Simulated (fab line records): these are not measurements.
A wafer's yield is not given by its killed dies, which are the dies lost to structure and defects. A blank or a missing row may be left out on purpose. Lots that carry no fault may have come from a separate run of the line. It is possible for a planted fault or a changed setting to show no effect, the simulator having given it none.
fab line records | flow berkeley-cmos170
record: lots: 15 wafers: 45 last-day: 12
route steps=331 shown PLDD@151 SPACER@171 NSD@194 NLDD@209
lots with no fault: from the same line, run without faults
start-h: hours from the record's first day to the start of the lot's first wafer shown | wait-h: hours elapsed since this lot's preceding step | " same as the row above | L1.1+2: one row covering several wafers at once | - value missing, or start not given | * or withheld: withheld | < > ~ a bound
route shown NAME@n: a module of which the file shows steps, and the number in the route of the first | usual: mean/standard deviation of fault-free wafers | same: alike in all rows | chamber/n: place in a boat | sites: the reading at each site | _std_site: their standard deviation | _edge_site: inner sites' mean taken away from outer sites' mean | radius-mm: how far each site lies from the wafer's centre | mask NAME#n: copy n | behind: the last tool/chamber to shape the wafer | hold: what put the lot on hold/how long, in hours/how the hold closed | device: the transistor (n, p or np) that didn't switch | end of line: the route-end tests of the same wafers | a step with no rows: only its recipe | killed: count of dies lost to structure and defects at first sort (not the wafer's yield) | map: shows each die of a wafer: x if killed, . if not, _ if none is there
set.NAME: the setting the step ran with; set.NAME@STEP: the setting that earlier step ran with | model.NAME: the simulator's own value behind a step, which no gauge read
route steps across a sampled set of lots; one table per step, one row per wafer
services: from which hour (start-h, from the record's first day; less than 0 if before it) a tool's chamber was out of use, for how many hours, and why
== steps ==
step: UCB170_PLDD_CD_MEAS_06
recipe: target-cd-nm: 1200
usual: cd-nm: 1200.1/1.2
columns lot.wafer tool chamber start-h wait-h cd-nm
L630.2 cd-sem-01 - 163.42 - 1201.1
L630.3 " - " " 1201.3
L630.5 " - " " 1200.0
L627.4 cd-sem-02 - 163.70 - 1198.0
L627.5 " - " " 1198.6
L627.6 " - " " 1199.1
L628.2 cd-sem-02 - 164.27 - 1199.7
L628.3 " - " " 1199.4
L628.6 " - " " 1198.9
L629.2 cd-sem-01 - 164.39 - 1199.8
L629.3 " - " " 1200.8
L629.6 " - " " 1200.1
L633.1 cd-sem-01 - 172.12 - 1202.6
L633.2 " - " " 1201.6
L633.5 " - " " 1201.5
L631.2 cd-sem-02 - 180.75 - 1198.9
L631.3 " - " " 1199.8
L631.5 " - " " 1199.2
L635.1 cd-sem-02 - 181.09 - 1198.6
L635.2 " - " " 1199.6
L635.3 " - " " 1197.9
L634.3 cd-sem-02 - 182.16 - 1199.5
L634.4 " - " " 1199.9
L634.5 " - " " 1200.4
L636.1 cd-sem-02 - 192.37 - 1197.7
L636.3 " - " " 1197.6
L636.5 " - " " 1197.5
L644.1 cd-sem-01 - 238.84 - 1200.9
L644.3 " - " " 1200.2
L644.5 " - " " 1200.7
L643.2 cd-sem-02 - 239.14 - 1202.0
L643.4 " - " " 1201.7
L643.5 " - " " 1200.4
L645.2 cd-sem-01 - 239.53 - 1198.9
L645.3 " - " " 1199.2
L645.5 " - " " 1199.3
L650.2 cd-sem-01 - 253.59 - 1202.9
L650.3 " - " " 1202.4
L650.5 " - " " 1202.1
L649.3 cd-sem-02 - 253.99 - 1200.2
L649.5 " - " " 1199.9
L649.6 " - " " 1198.8
L648.2 cd-sem-01 - 254.21 - 1200.9
L648.4 " - " " 1201.3
L648.5 " - " " 1200.9
step: UCB170_SPACER_CVD_00
recipe: material: SiO2 target-thk-nm: 376 temp-c: 390 precursor: TEOS/O2 time-s: 47 rf-w: 550 pressure-mtorr: 9000
usual: heater-power-w: 271/45
columns lot.wafer tool chamber start-h wait-h heater-power-w
L630.2 pecvd-03 1 165.95 0.0 282
L630.3 " 2 " " 389
L630.5 " 1 " " 289
L627.4 pecvd-02 1 166.25 0.0 180
L627.5 " 2 " " 317
L627.6 " 0 " " 221
L628.2 pecvd-03 0 167.16 0.0 239
L628.3 " 2 " " 354
L628.6 " 2 " " 367
L629.2 pecvd-02 0 167.40 0.0 232
L629.3 " 1 " " 252
L629.6 " 0 " " 254
L633.1 pecvd-04 2 177.17 0.0 336
L633.2 " 1 " " 268
L633.5 " 1 " " 188
L631.2 pecvd-03 0 183.75 0.0 241
L631.3 " 1 " " 240
L631.5 " 1 " " 259
L635.1 pecvd-02 2 184.10 0.0 244
L635.2 " 0 " " 219
L635.3 " 1 " " 241
L634.3 pecvd-04 2 185.17 0.0 341
L634.4 " 1 " " 262
L634.5 " 2 " " 239
L636.1 pecvd-03 2 196.21 0.0 303
L636.3 " 0 " " 199
L636.5 " 1 " " 308
L644.1 pecvd-02 2 241.81 0.0 299
L644.3 " 1 " " 174
L644.5 " 0 " " 289
L643.2 pecvd-04 1 242.26 0.0 214
L643.4 " 2 " " 272
L643.5 " 1 " " 237
L645.2 pecvd-02 1 242.93 0.0 240
L645.3 " 2 " " 297
L645.5 " 2 " " 310
L650.2 pecvd-04 1 256.74 0.0 266
L650.3 " 0 " " 249
L650.5 " 1 " " 180
L649.3 pecvd-03 2 256.79 0.0 397
L649.5 " 2 " " 289
L649.6 " 1 " " 298
L648.2 pecvd-02 2 257.44 0.0 349
L648.4 " 0 " " 256
L648.5 " 1 " " 219
step: UCB170_SPACER_ANNEAL_02
recipe: temp-c: 900 time-s: 1800 ambient: N2
usual: zone-power-source-pct: 25.2/2.7
columns lot.wafer tool chamber start-h wait-h zone-power-source-pct
L627.4 furnace-02 0 169.10 2.8 24.0
L627.5 " 0 " " 24.5
L627.6 " 0 " " 24.2
L628.2 furnace-02 0 169.10 1.9 24.3
L628.3 " 0 " " 24.1
L628.6 " 0 " " 23.8
L629.2 furnace-02 0 169.10 1.6 24.0
L629.3 " 0 " " 24.6
L629.6 " 0 " " 24.2
L630.2 furnace-02 0 169.10 3.1 24.5
L630.3 " 0 " " 24.0
L630.5 " 0 " " 24.1
L633.1 furnace-04 0 180.34 3.1 30.6
L633.2 " 0 " " 30.6
L633.5 " 0 " " 30.0
L631.2 furnace-02 0 187.12 3.3 24.4
L631.3 " 0 " " 24.5
L631.5 " 0 " " 23.7
L634.3 furnace-02 0 187.12 1.9 24.4
L634.4 " 0 " " 24.2
L634.5 " 0 " " 24.3
L635.1 furnace-02 0 187.12 3.0 24.2
L635.2 " 0 " " 24.3
L635.3 " 0 " " 24.6
L636.1 furnace-04 0 200.50 4.2 30.5
L636.3 " 0 " " 30.4
L636.5 " 0 " " 30.5
L643.2 furnace-01 0 245.99 3.6 22.7
L643.4 " 0 " " 23.4
L643.5 " 0 " " 23.2
L644.1 furnace-01 0 245.99 4.1 23.2
L644.3 " 0 " " 23.3
L644.5 " 0 " " 23.2
L645.2 furnace-01 0 245.99 3.0 23.6
L645.3 " 0 " " 23.3
L645.5 " 0 " " 23.1
L648.2 furnace-02 0 260.95 3.5 24.6
L648.4 " 0 " " 24.3
L648.5 " 0 " " 24.5
L649.3 furnace-02 0 260.95 4.1 24.1
L649.5 " 0 " " 24.6
L649.6 " 0 " " 24.0
L650.2 furnace-02 0 260.95 4.1 23.7
L650.3 " 0 " " 24.3
L650.5 " 0 " " 24.1
step: UCB170_NSD_OVL_MEAS_07
usual: NSD_OVL: -1/6
columns lot.wafer tool chamber start-h wait-h NSD_OVL[nm]
L630.2 overlay-01 - 175.88 0.1 3
L630.3 " - " " -1
L630.5 " - " " -2
L627.4 overlay-01 - 176.37 0.1 -8
L627.5 " - " " -2
L627.6 " - " " -11
L628.2 overlay-01 - 176.60 0.1 -3
L628.3 " - " " -5
L628.6 " - " " 0
L629.2 overlay-02 - 177.22 0.1 5
L629.3 " - " " -7
L629.6 " - " " -1
L633.1 overlay-01 - 186.67 0.1 1
L633.2 " - " " -5
L633.5 " - " " 8
L631.2 overlay-01 - 192.95 0.1 -1
L631.3 " - " " 2
L631.5 " - " " 3
L635.1 overlay-01 - 193.75 0.1 -16
L635.2 " - " " -6
L635.3 " - " " -12
L634.3 overlay-01 - 193.98 0.1 -4
L634.4 " - " " -1
L634.5 " - " " 6
L636.1 overlay-02 - 208.93 0.1 -2
L636.3 " - " " 1
L636.5 " - " " 3
L644.1 overlay-02 - 250.27 0.1 0
L644.3 " - " " -5
L644.5 " - " " -1
L643.2 overlay-02 - 250.75 0.1 0
L643.4 " - " " 8
L643.5 " - " " -4
L645.2 overlay-01 - 251.35 0.1 -8
L645.3 " - " " -12
L645.5 " - " " -4
L648.2 overlay-01 - 266.72 0.1 3
L648.4 " - " " 5
L648.5 " - " " 5
L650.2 overlay-02 - 266.91 0.1 8
L650.3 " - " " 5
L650.5 " - " " 6
L649.3 overlay-01 - 267.14 0.1 2
L649.5 " - " " 12
L649.6 " - " " 3
step: UCB170_SDANNEAL_RS_MEAS_04
recipe: thk-meas-gauge: four-point-probe
usual: PLDD_RS: 1033.0/2.7
columns lot.wafer tool chamber start-h wait-h PLDD_RS[ohm/sq]
L630.2 film-metro-01 - 178.78 0.1 1031.8
L630.3 " - " " 1034.0
L630.5 " - " " 1031.0
L627.4 film-metro-04 - 179.16 0.1 1031.4
L627.5 " - " " 1027.9
L627.6 " - " " 1027.0
L628.2 film-metro-01 - 179.50 0.1 1033.2
L628.3 " - " " 1029.8
L628.6 " - " " 1033.1
L629.2 film-metro-04 - 180.03 0.1 1034.4
L629.3 " - " " 1034.7
L629.6 " - " " 1031.0
L633.1 film-metro-01 - 188.43 0.1 1034.9
L633.2 " - " " 1037.6
L633.5 " - " " 1035.2
L631.2 film-metro-01 - 195.02 0.1 1035.0
L631.3 " - " " 1029.4
L631.5 " - " " 1029.5
L635.1 film-metro-01 - 195.97 0.1 1033.1
L635.2 " - " " 1032.2
L635.3 " - " " 1031.8
L634.3 film-metro-01 - 196.62 0.1 1033.7
L634.4 " - " " 1038.3
L634.5 " - " " 1037.7
L636.1 film-metro-04 - 210.70 0.1 1030.6
L636.3 " - " " 1027.5
L636.5 " - " " 1032.2
L644.1 film-metro-03 - 251.96 0.1 1063.8
L644.3 " - " " 1065.7
L644.5 " - " " 1066.1
L643.2 film-metro-04 - 252.46 0.1 1061.9
L643.4 " - " " 1064.3
L643.5 " - " " 1066.8
L645.2 film-metro-03 - 253.07 0.1 1061.1
L645.3 " - " " 1060.3
L645.5 " - " " 1061.5
L648.2 film-metro-04 - 268.62 0.1 1036.2
L648.4 " - " " 1039.2
L648.5 " - " " 1037.9
L650.2 film-metro-01 - 269.14 0.1 1031.1
L650.3 " - " " 1033.7
L650.5 " - " " 1037.1
L649.3 film-metro-04 - 269.16 0.1 1032.6
L649.5 " - " " 1035.2
L649.6 " - " " 1034.7
step: UCB170_SDANNEAL_RS_MEAS_05
recipe: thk-meas-gauge: four-point-probe
usual: NLDD_RS: 616.2/1.3
columns lot.wafer tool chamber start-h wait-h NLDD_RS[ohm/sq]
L630.2 film-metro-01 - 178.90 0.1 617.2
L630.3 " - " " 618.0
L630.5 " - " " 618.3
L627.4 film-metro-04 - 179.28 0.1 616.1
L627.5 " - " " 617.4
L627.6 " - " " 617.2
L628.2 film-metro-01 - 179.62 0.1 614.9
L628.3 " - " " 615.5
L628.6 " - " " 615.8
L629.2 film-metro-04 - 180.15 0.1 616.9
L629.3 " - " " 616.5
L629.6 " - " " 615.9
L633.1 film-metro-01 - 188.55 0.1 616.0
L633.2 " - " " 616.7
L633.5 " - " " 612.9
L631.2 film-metro-01 - 195.14 0.1 616.5
L631.3 " - " " 616.5
L631.5 " - " " 615.6
L635.1 film-metro-01 - 196.09 0.1 618.1
L635.2 " - " " 616.2
L635.3 " - " " 618.0
L634.3 film-metro-01 - 196.74 0.1 615.3
L634.4 " - " " 617.7
L634.5 " - " " 616.9
L636.1 film-metro-04 - 210.82 0.1 617.8
L636.3 " - " " 616.8
L636.5 " - " " 616.2
L644.1 film-metro-03 - 252.08 0.1 621.3
L644.3 " - " " 622.4
L644.5 " - " " 622.0
L643.2 film-metro-04 - 252.58 0.1 621.2
L643.4 " - " " 620.0
L643.5 " - " " 619.9
L645.2 film-metro-03 - 253.19 0.1 619.2
L645.3 " - " " 618.8
L645.5 " - " " 620.0
L648.2 film-metro-04 - 268.74 0.1 618.3
L648.4 " - " " 616.9
L648.5 " - " " 615.9
L650.2 film-metro-01 - 269.26 0.1 613.9
L650.3 " - " " 616.0
L650.5 " - " " 616.6
L649.3 film-metro-04 - 269.28 0.1 615.7
L649.5 " - " " 617.7
L649.6 " - " " 617.0
== services ==
columns tool chamber start-h hours kind
pecvd-04 - 153.49 6.0 pm
pecvd-03 2 191.99 3.4 repair
furnace-04 - 204.75 3.2 pm
pecvd-04 1 211.58 9.7 repair
furnace-04 - 219.73 3.3 pm
pecvd-04 0 230.13 14.6 repair
pecvd-04 - 234.95 2.8 pm
pecvd-04 - 242.50 14.0 pm
pecvd-04 0 242.50 14.0 vent-cycle
pecvd-04 1 242.50 14.0 vent-cycle
pecvd-04 2 242.50 14.0 vent-cycle
furnace-02 - 249.70 2.9 pm
pecvd-04 0 256.50 - clean
pecvd-04 1 256.50 - clean
pecvd-04 2 256.50 - clean
pecvd-02 2 260.86 14.1 repair
== key ==
first-sign: step: UCB170_SDANNEAL_RS_MEAS_04 reading: PLDD_RS direction: up sigmas: 11 usual: 1033.0 struck: 1063.5
effect: step: UCB170_SDANNEAL_RS_MEAS_05 reading: NLDD_RS direction: up sigmas: 3.3 usual: 616.2 struck: 620.5
met-at UCB170_SPACER_ANNEAL_02
struck-lots L643,L644,L645
tester-left-out L643,L644,L645
not-acting-at UCB170_PLDD_CD_MEAS_06,UCB170_SPACER_CVD_00,UCB170_NSD_OVL_MEAS_07
fault: kind: process-parameter-drift tool: furnace-01 chamber: - onset-h: 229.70 steps: UCB170_SPACER_ANNEAL_02 channel: time-s offset: * shape: step end-h: 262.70 acts-in: * stated: *
tester-left-out: of these lots the tester's yield and bins aren't shown, on N5 and GAA mostly nor the transistor test; their killed dies are dies lost to structure and defects alone, not to doping, threshold or leakage, so they don't give the yield
